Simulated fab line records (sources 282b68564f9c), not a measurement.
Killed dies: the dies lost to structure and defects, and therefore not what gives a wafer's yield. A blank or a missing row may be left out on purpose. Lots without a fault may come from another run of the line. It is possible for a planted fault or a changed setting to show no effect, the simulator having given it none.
Struck lot and sound lot, side by side | flow ritCmos | 15 out of 202 route steps
Sound: these wafers, L697.1, L697.2, L697.3. The struck wafers were L703.1, L703.2, L703.4. The cause is given at the end.
At each step with rows: each side's tool, then ch and its chambers, then its first start. Under that, the readings that differ: sound wafers | struck wafers | difference of the means | sigmas: that difference in standard deviations of wafers without a fault.
alike: readings whose means differ by less than 2 such deviations, and words and numbers that are the same on both sides. not compared: withheld readings, readings that some wafer has no value for, bounds like >300 that may hide the same value, and numbers for which the record gives no deviation and whose values overlap.
Wherever a step has rows on one side only, a row that says differs or no value, or a row with sigmas, the two part there. When numbers do not overlap yet have no deviation, they are printed without sigmas and do not part them. A reading that every wafer of one side lacks parts them only if that side has two wafers or more.

RIT_M1_SPUTTER_00: material Al, target thk 400 nm, time 500 s.
  sound on pvdSputter-01 at day 6 03:41; struck on pvdSputter-01 at day 7 08:58
  alike: substrateTempC, throttleValvePct
RIT_M1_RS_MEAS_01: measurement is done with a four-point probe.
  sound on filmMetro-01 at day 6 03:59; struck on filmMetro-01 at day 7 09:16
  alike: M1_AL_RS
RIT_M1_THK_MEAS_02: measures by xrf.
  sound on filmMetro-01 at day 6 04:06; struck on filmMetro-01 at day 7 09:23
  alike: M1_AL_THK
then, 6 steps without rows for these wafers: RIT_M1_HMDS_03 (prime time 60 s); RIT_M1_COAT_04 (resist thk 1300 nm); RIT_M1_SOFTBAKE_05 (time 60 s); RIT_M1_EXPOSE_06 (exposes mask M12, target cd 2600 nm); RIT_M1_PEB_07; RIT_M1_DEVELOP_08 (develop time 68 s).
RIT_M1_CD_MEAS_09: target cd 2600 nm.
  sound on cdSem-02 at day 6 05:08; struck on cdSem-02 at day 7 10:19
  alike: cdNm
RIT_M1_OVL_MEAS_10:
  sound on overlay-02 at day 6 05:15; struck on overlay-02 at day 7 10:26
  alike: M1_OVL
then, 1 step without rows for these wafers: RIT_M1_HARDBAKE_11 (time 120 s).
RIT_M1_METAL_ETCH_12: etches Al in Cl2/BCl3, stops on SiO2, time 165 s, target depth 600 nm.
  sound on rieMetal-01 ch 0,1, day 6 05:32; struck on rieMetal-01 ch 0,1, day 7 10:44
reading                                | sound             | struck            | difference | sigmas
oesProductAu (a.u.)                    | 0.752 0.786 0.785 | 0.705 0.747 0.740 | -0.044     | -3
model.NOVOLAK_of_M1_COAT_04.thkNm (nm) | 803.9 810.9 809.8 | 752.2 759 760.8   | -50.9      | 
  alike: chamberPressureMTorr, drypumpMotorCurrentA, throttleValvePct
  not compared: rfHoursCounterH
then, 1 step without rows for these wafers: RIT_M1_STRIP_13 (strips in nmp, time 600 s).
RIT_M1_PROBE_99:
  sound on prober-02 at day 6 08:26; struck on prober-02 at day 7 12:59
reading                            | sound                      | struck                    | difference | sigmas
model.etest.antennaM1.vtShiftV (V) | -0.01097 -0.00945 -0.01348 | -0.01655 -0.01393 -0.0161 | -0.00423   | 
  alike: defectLimitedYield, killedAtFrontEnd, killedDies, killedOnRim, killedOpen, killedShort, sort_bin_3_pad_short, sort_bin_5_function, sort_bin_6_memory, sortNPass, sortYieldPct

== WHERE THEY PART ==
RIT_M1_METAL_ETCH_12 only, going by this record. Later steps at which nothing parts them and some readings are alike: RIT_M1_PROBE_99.

WHY: the cause the simulator had injected
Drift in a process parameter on rieMetal-01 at RIT_M1_METAL_ETCH_12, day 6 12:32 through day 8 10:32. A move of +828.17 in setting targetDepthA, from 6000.
